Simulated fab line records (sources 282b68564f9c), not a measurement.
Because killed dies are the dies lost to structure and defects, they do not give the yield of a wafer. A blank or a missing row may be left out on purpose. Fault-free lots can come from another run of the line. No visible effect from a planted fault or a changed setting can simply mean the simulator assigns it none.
A single fault, viewed from 2 desks || flow rit-cmos || each desk holds nothing but its own numbers, with what lay behind them at the end

== FROM THE METROLOGY DESK ==
Lot by lot, what the gauges showed, no matter which tool ran the lot: averages of those sampled wafers that carry a number. The brackets show how far a lot's mean lies from the usual mean; more than 4 standard deviations puts the lot out of limits, marked OUT.
Columns: A = CONTACT_TEOS_THK at RIT_CONTACT_THK_MEAS_01, usual 400 nm
{"lot": "L333", "first seen here": "day 3 19:28", "A": 403}
{"lot": "L334", "first seen here": "day 4 01:29", "A": 399}
{"lot": "L336", "first seen here": "day 4 07:05", "A": 400}
{"lot": "L337", "first seen here": "day 4 10:20", "A": 396}
{"lot": "L338", "first seen here": "day 4 17:46", "A": 399}
{"lot": "L339", "first seen here": "day 4 19:52", "A": 404}
{"lot": "L342", "first seen here": "day 5 06:35", "A": 400}
{"lot": "L343", "first seen here": "day 5 10:28", "A": 401}
{"lot": "L345", "first seen here": "day 5 18:55", "A": 400}
{"lot": "L348", "first seen here": "day 6 07:14", "A": 393}
{"lot": "L351", "first seen here": "day 6 22:22", "A": 392}
{"lot": "L353", "first seen here": "day 7 10:07", "A": 397}
{"lot": "L355", "first seen here": "day 7 22:10", "A": 399}
{"lot": "L356", "first seen here": "day 8 01:53", "A": 399}
This desk's verdict: no lot among the 14 shows anything out of limits.

== AT THE TOOL OWNER'S DESK: pecvd-02 ==
The tool's own readings at RIT_CONTACT_CVD_00 (deposits SiO2 from TEOS, target thk 400 nm, time 61 s): means of the sampled wafers that have a number, for each lot that ran on this tool. The brackets show how far a lot's mean lies from the usual mean; more than 4 standard deviations puts the lot out of limits, marked OUT.
Columns: A = heater-power-w at RIT_CONTACT_CVD_00, usual 346 W
{"lot": "L337", "first seen here": "day 4 10:17", "A": 353}
{"lot": "L339", "first seen here": "day 4 19:49", "A": 296}
{"lot": "L342", "first seen here": "day 5 06:32", "A": 344}
{"lot": "L345", "first seen here": "day 5 18:52", "A": 342}
{"lot": "L348", "first seen here": "day 6 07:10", "A": 317}
{"lot": "L351", "first seen here": "day 6 22:18", "A": 376}
This desk's verdict: no lot among the 6 shows anything out of limits.

== PUT TOGETHER ==
Metrology desk: nothing out of limits seen.
Nothing out of limits was seen by the tool owner's desk.

== WHAT THE SIMULATOR PUT IN ==
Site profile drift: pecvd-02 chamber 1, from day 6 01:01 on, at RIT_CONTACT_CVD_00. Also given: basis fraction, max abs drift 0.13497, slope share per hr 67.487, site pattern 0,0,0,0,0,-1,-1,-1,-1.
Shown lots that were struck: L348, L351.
